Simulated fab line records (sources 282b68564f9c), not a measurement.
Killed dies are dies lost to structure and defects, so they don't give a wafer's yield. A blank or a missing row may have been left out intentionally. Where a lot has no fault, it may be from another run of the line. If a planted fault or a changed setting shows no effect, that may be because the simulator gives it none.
fab line records ; flow rit-cmos
[record] lots = 15; wafers = 45; last-day = 7
route steps=202 shown PSD@150
lots with no fault: from the same line, run without faults
start-h: hours from the record's first day to the start of the lot's first wafer shown ; wait-h: hours from the lot's prior step to this one ; " same as the row above ; L1.1+2: a single row standing in for several wafers ; - no value present, or no start provided ; * or withheld: withheld ; < > ~ a bound
route shown NAME@n: NAME is a module with steps in the file, n the number in the route of the first one ; usual: mean/standard deviation taken from wafers without a fault ; same: alike in all rows ; chamber/n: place in a boat ; sites: the reading at each site ; _std_site: the standard deviation of these ; _edge_site: mean of outer sites minus mean of inner sites ; radius-mm: how far each site lies from the wafer's centre ; mask NAME#n: copy n ; behind: the most recent tool/chamber to have shaped the wafer ; hold: cause of the lot's hold/its duration in hours/its outcome ; device: the transistor (n, p or np) that didn't switch ; end of line: the tests these same wafers got at the end of their route ; where a step has no rows: the recipe by itself ; killed: dies lost to structure and defects at the first sort, not the wafer's yield ; map: the dies of a wafer, with x for killed, . for not killed, _ for no die there
set.NAME: the run value of the setting; set.NAME@STEP: its run value at that earlier step ; model.NAME: the simulator's own value behind a step, which no gauge read
route steps across a sampled set of lots; one table per step, one row per wafer
services: the hour from which a tool's chamber was out of use, counted from the record's first day as start-h (under 0 if before that day), plus the number of hours and why
[[steps]]
[step RIT_PSD_IMPLANT_08]
[recipe] species = BF2; energy-kev = 27; dose-cm2 = 5e+15; tilt-deg = 7
[usual] beam-energy-keV = 27.000/0.0091; beam-on-s = 13.8/1; dose-ions-cm2 = 5e+15/4.6e+12; end-station-pressure-torr = 1.34e-05/1e-06; faraday-current-uA = 11207/790
lot.wafer;tool;chamber;start-h;wait-h;beam-energy-keV;beam-on-s;dose-ions-cm2;end-station-pressure-torr;faraday-current-uA
L595.2;implanter-01;0;63.67;0.1;26.993;14.4;5.001e+15;1.23e-05;10638
L595.4;implanter-01;0;63.67;0.1;26.991;14.5;5e+15;1.31e-05;10612
L595.6;implanter-01;0;63.67;0.1;27.002;15.1;5.006e+15;1.31e-05;10214
L596.3;implanter-03;0;66.35;0.1;27.009;12.7;4.993e+15;1.5e-05;12093
L596.4;implanter-03;0;66.35;0.1;27.003;12.9;5.001e+15;1.37e-05;11911
L596.5;implanter-03;0;66.35;0.1;26.991;12.8;4.994e+15;1.38e-05;11980
L598.1;implanter-03;0;71.48;0.1;26.991;12.7;4.999e+15;1.54e-05;12048
L598.2;implanter-03;0;71.48;0.1;26.994;12.9;4.998e+15;1.38e-05;11893
L598.3;implanter-03;0;71.48;0.1;26.997;12.6;4.996e+15;1.47e-05;12127
L599.1;implanter-01;0;79.05;0.1;26.989;14.4;5.001e+15;1.39e-05;10646
L599.4;implanter-01;0;79.05;0.1;26.996;15.2;5.012e+15;1.3e-05;10129
L599.5;implanter-01;0;79.05;0.1;27.013;14.4;4.995e+15;1.08e-05;10712
L601.3;implanter-01;0;83.21;0.1;26.996;14.3;5.002e+15;1.3e-05;10750
L601.4;implanter-01;0;83.21;0.1;27.000;14.4;5.002e+15;1.21e-05;10737
L601.5;implanter-01;0;83.21;0.1;27.003;14.4;5.001e+15;1.28e-05;10656
L602.1;implanter-03;0;94.42;0.1;27.003;12.4;5e+15;1.47e-05;12332
L602.2;implanter-03;0;94.42;0.1;27.004;12.7;4.999e+15;1.18e-05;12062
L602.5;implanter-03;0;94.42;0.1;27.011;12.9;4.996e+15;1.42e-05;11963
L604.2;implanter-02;0;96.82;0.1;26.991;14.2;4.995e+15;1.22e-05;10948
L604.3;implanter-02;0;96.82;0.1;26.997;14.2;4.997e+15;1.3e-05;10838
L604.4;implanter-02;0;96.82;0.1;26.997;14.1;4.999e+15;1.39e-05;10885
L606.1;implanter-03;0;113.82;0.1;27.001;12.3;5.003e+15;1.3e-05;12562
L606.4;implanter-03;0;113.82;0.1;26.998;12.7;5.003e+15;1.47e-05;12138
L606.5;implanter-03;0;113.82;0.1;26.989;12.8;5.005e+15;1.47e-05;12022
L607.1;implanter-03;0;116.07;0.1;26.995;12.9;5.002e+15;1.58e-05;11875
L607.3;implanter-03;0;116.07;0.1;27.005;12.8;5e+15;1.38e-05;12105
L607.4;implanter-03;0;116.07;0.1;26.998;13.0;5.003e+15;1.4e-05;11829
L608.3;implanter-03;0;120.62;0.1;26.986;12.8;4.997e+15;1.48e-05;11984
L608.4;implanter-03;0;120.62;0.1;26.995;12.5;4.999e+15;1.3e-05;12242
L608.6;implanter-03;0;120.62;0.1;26.992;12.8;4.995e+15;1.44e-05;11935
L610.1;implanter-01;0;132.30;0.1;27.020;15.0;5.001e+15;1.39e-05;10281
L610.5;implanter-01;0;132.30;0.1;27.009;15.2;4.997e+15;1.24e-05;10136
L610.6;implanter-01;0;132.30;0.1;27.024;14.6;5.002e+15;1.17e-05;10548
L612.2;implanter-01;0;140.74;0.1;27.007;9.8;9.99e+14;7.9e-06;3174
L612.3;implanter-01;0;140.74;0.1;27.014;10.1;1.006e+15;7.1e-06;3097
L612.5;implanter-01;0;140.74;0.1;26.997;10.1;9.97e+14;7.6e-06;3086
L614.4;implanter-01;0;149.11;0.1;26.983;10.0;9.96e+14;7.2e-06;3131
L614.5;implanter-01;0;149.11;0.1;27.002;9.8;1.011e+15;7.7e-06;3177
L614.6;implanter-01;0;149.11;0.1;26.996;9.6;1.001e+15;6.5e-06;3243
L615.3;implanter-01;0;151.08;0.1;26.995;10.1;1.003e+15;7.5e-06;3100
L615.5;implanter-01;0;151.08;0.1;26.988;9.9;1.008e+15;7.9e-06;3148
L615.6;implanter-01;0;151.08;0.1;26.985;10.3;1.005e+15;7.4e-06;3066
L618.1;implanter-02;0;169.68;0.1;26.995;13.8;4.988e+15;1.33e-05;11123
L618.5;implanter-02;0;169.68;0.1;26.996;14.0;4.991e+15;1.25e-05;11005
L618.6;implanter-02;0;169.68;0.1;26.994;13.8;4.987e+15;1.27e-05;11110
[step RIT_PSD_TW_MEAS_10]
[usual] PSD_TW = 3429/31
lot.wafer;tool;chamber;start-h;wait-h;PSD_TW
L595.2;film-metro-04;-;63.98;0.1;3424
L595.4;film-metro-04;-;63.98;0.1;3412
L595.6;film-metro-04;-;63.98;0.1;3420
L596.3;film-metro-03;-;66.65;0.1;3448
L596.4;film-metro-03;-;66.65;0.1;3452
L596.5;film-metro-03;-;66.65;0.1;3470
L598.1;film-metro-02;-;71.80;0.1;3446
L598.2;film-metro-02;-;71.80;0.1;3425
L598.3;film-metro-02;-;71.80;0.1;3470
L599.1;film-metro-02;-;79.37;0.1;3449
L599.4;film-metro-02;-;79.37;0.1;3426
L599.5;film-metro-02;-;79.37;0.1;3436
L601.3;film-metro-03;-;83.51;0.1;3463
L601.4;film-metro-03;-;83.51;0.1;3469
L601.5;film-metro-03;-;83.51;0.1;3465
L602.1;film-metro-03;-;94.75;0.1;3457
L602.2;film-metro-03;-;94.75;0.1;3462
L602.5;film-metro-03;-;94.75;0.1;3452
L604.2;film-metro-02;-;97.13;0.1;3418
L604.3;film-metro-02;-;97.13;0.1;3426
L604.4;film-metro-02;-;97.13;0.1;3415
L606.1;film-metro-02;-;114.14;0.1;3434
L606.4;film-metro-02;-;114.14;0.1;3459
L606.5;film-metro-02;-;114.14;0.1;3454
L607.1;film-metro-03;-;116.40;0.1;3493
L607.3;film-metro-03;-;116.40;0.1;3471
L607.4;film-metro-03;-;116.40;0.1;3466
L608.3;film-metro-03;-;120.92;0.1;3470
L608.4;film-metro-03;-;120.92;0.1;3462
L608.6;film-metro-03;-;120.92;0.1;3481
L610.1;film-metro-04;-;132.63;0.1;3395
L610.5;film-metro-04;-;132.63;0.1;3381
L610.6;film-metro-04;-;132.63;0.1;3394
L612.2;film-metro-02;-;141.05;0.1;2619
L612.3;film-metro-02;-;141.05;0.1;2626
L612.5;film-metro-02;-;141.05;0.1;2614
L614.4;film-metro-03;-;149.39;0.1;2637
L614.5;film-metro-03;-;149.39;0.1;2634
L614.6;film-metro-03;-;149.39;0.1;2642
L615.3;film-metro-04;-;151.38;0.1;2579
L615.5;film-metro-04;-;151.38;0.1;2578
L615.6;film-metro-04;-;151.38;0.1;2566
L618.1;film-metro-03;-;170.01;0.1;3438
L618.5;film-metro-03;-;170.01;0.1;3429
L618.6;film-metro-03;-;170.01;0.1;3440
[step RIT_SDANNEAL_RS_MEAS_04]
[recipe] thk-meas-gauge = four-point-probe
[usual] PSD_RS = 115.78/0.28
lot.wafer;tool;chamber;start-h;wait-h;PSD_RS[ohm/sq]
L595.2;film-metro-04;-;64.48;0.1;115.88
L595.4;film-metro-04;-;64.48;0.1;115.81
L595.6;film-metro-04;-;64.48;0.1;115.89
L596.3;film-metro-02;-;67.15;0.1;116.17
L596.4;film-metro-02;-;67.15;0.1;115.84
L596.5;film-metro-02;-;67.15;0.1;115.80
L598.1;film-metro-02;-;72.29;0.0;116.08
L598.2;film-metro-02;-;72.29;0.0;116.16
L598.3;film-metro-02;-;72.29;0.0;116.12
L599.1;film-metro-02;-;79.86;0.0;115.86
L599.4;film-metro-02;-;79.86;0.0;115.84
L599.5;film-metro-02;-;79.86;0.0;115.77
L601.3;film-metro-02;-;84.01;0.1;115.57
L601.4;film-metro-02;-;84.01;0.1;115.81
L601.5;film-metro-02;-;84.01;0.1;115.92
L602.1;film-metro-02;-;95.25;0.0;116.30
L602.2;film-metro-02;-;95.25;0.0;115.78
L602.5;film-metro-02;-;95.25;0.0;115.98
L604.2;film-metro-04;-;97.65;0.1;115.94
L604.3;film-metro-04;-;97.65;0.1;116.01
L604.4;film-metro-04;-;97.65;0.1;115.97
L606.1;film-metro-04;-;114.64;0.0;115.41
L606.4;film-metro-04;-;114.64;0.0;115.85
L606.5;film-metro-04;-;114.64;0.0;116.01
L607.1;film-metro-02;-;116.89;0.0;114.83
L607.3;film-metro-02;-;116.89;0.0;115.00
L607.4;film-metro-02;-;116.89;0.0;115.03
L608.3;film-metro-04;-;121.42;0.1;116.51
L608.4;film-metro-04;-;121.42;0.1;116.17
L608.6;film-metro-04;-;121.42;0.1;116.24
L610.1;film-metro-02;-;133.12;0.0;115.43
L610.5;film-metro-02;-;133.12;0.0;115.73
L610.6;film-metro-02;-;133.12;0.0;115.77
L612.2;film-metro-03;-;141.54;0.1;150.07
L612.3;film-metro-03;-;141.54;0.1;150.40
L612.5;film-metro-03;-;141.54;0.1;149.82
L614.4;film-metro-03;-;149.91;0.1;153.15
L614.5;film-metro-03;-;149.91;0.1;152.90
L614.6;film-metro-03;-;149.91;0.1;155.32
L615.3;film-metro-03;-;151.88;0.1;151.88
L615.5;film-metro-03;-;151.88;0.1;151.92
L615.6;film-metro-03;-;151.88;0.1;154.19
L618.1;film-metro-03;-;170.72;0.0;115.62
L618.5;film-metro-03;-;170.72;0.0;115.93
L618.6;film-metro-03;-;170.72;0.0;115.57
[[services]]
tool;chamber;start-h;hours;kind
implanter-02;-;50.90;1.8;repair
implanter-03;-;84.67;9.6;repair
implanter-02;-;92.01;0.8;repair
implanter-01;-;99.56;3.5;repair
implanter-01;-;120.18;1.3;repair
implanter-03;-;132.72;8.4;repair
implanter-01;-;154.90;3.3;pm
implanter-03;-;157.67;4.2;pm
[[key]]
[first-sign] step = RIT_PSD_IMPLANT_08; reading = dose-ions-cm2; direction = down; sigmas = 99+; usual = 5e+15; struck = 1.003e+15
[effect] step = RIT_PSD_IMPLANT_08; reading = faraday-current-uA; direction = down; sigmas = 10; usual = 11207; struck = 3136
[effect] step = RIT_PSD_TW_MEAS_10; reading = PSD_TW; direction = down; sigmas = 26; usual = 3429; struck = 2611
[effect] step = RIT_SDANNEAL_RS_MEAS_04; reading = PSD_RS; direction = up; sigmas = 99+; usual = 115.78; struck = 152.18
met-at RIT_PSD_IMPLANT_08
struck-lots L612,L614,L615
tester-left-out L612,L614,L615
onset-between 132.30 140.74
[fault] kind = process-parameter-drift; tool = implanter-01; chamber = -; onset-h = 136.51; steps = RIT_PSD_IMPLANT_08; channel = dose-cm2; offset = -4e+15; shape = step; end-h = 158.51; acts-in = these-recipes-only; stated = 5e+15
// tester-left-out: of these lots the tester's yield and bins aren't shown, on N5 and GAA mostly nor the transistor test; their killed dies are dies lost to structure and defects alone, not to doping, threshold or leakage, so they don't give the yield
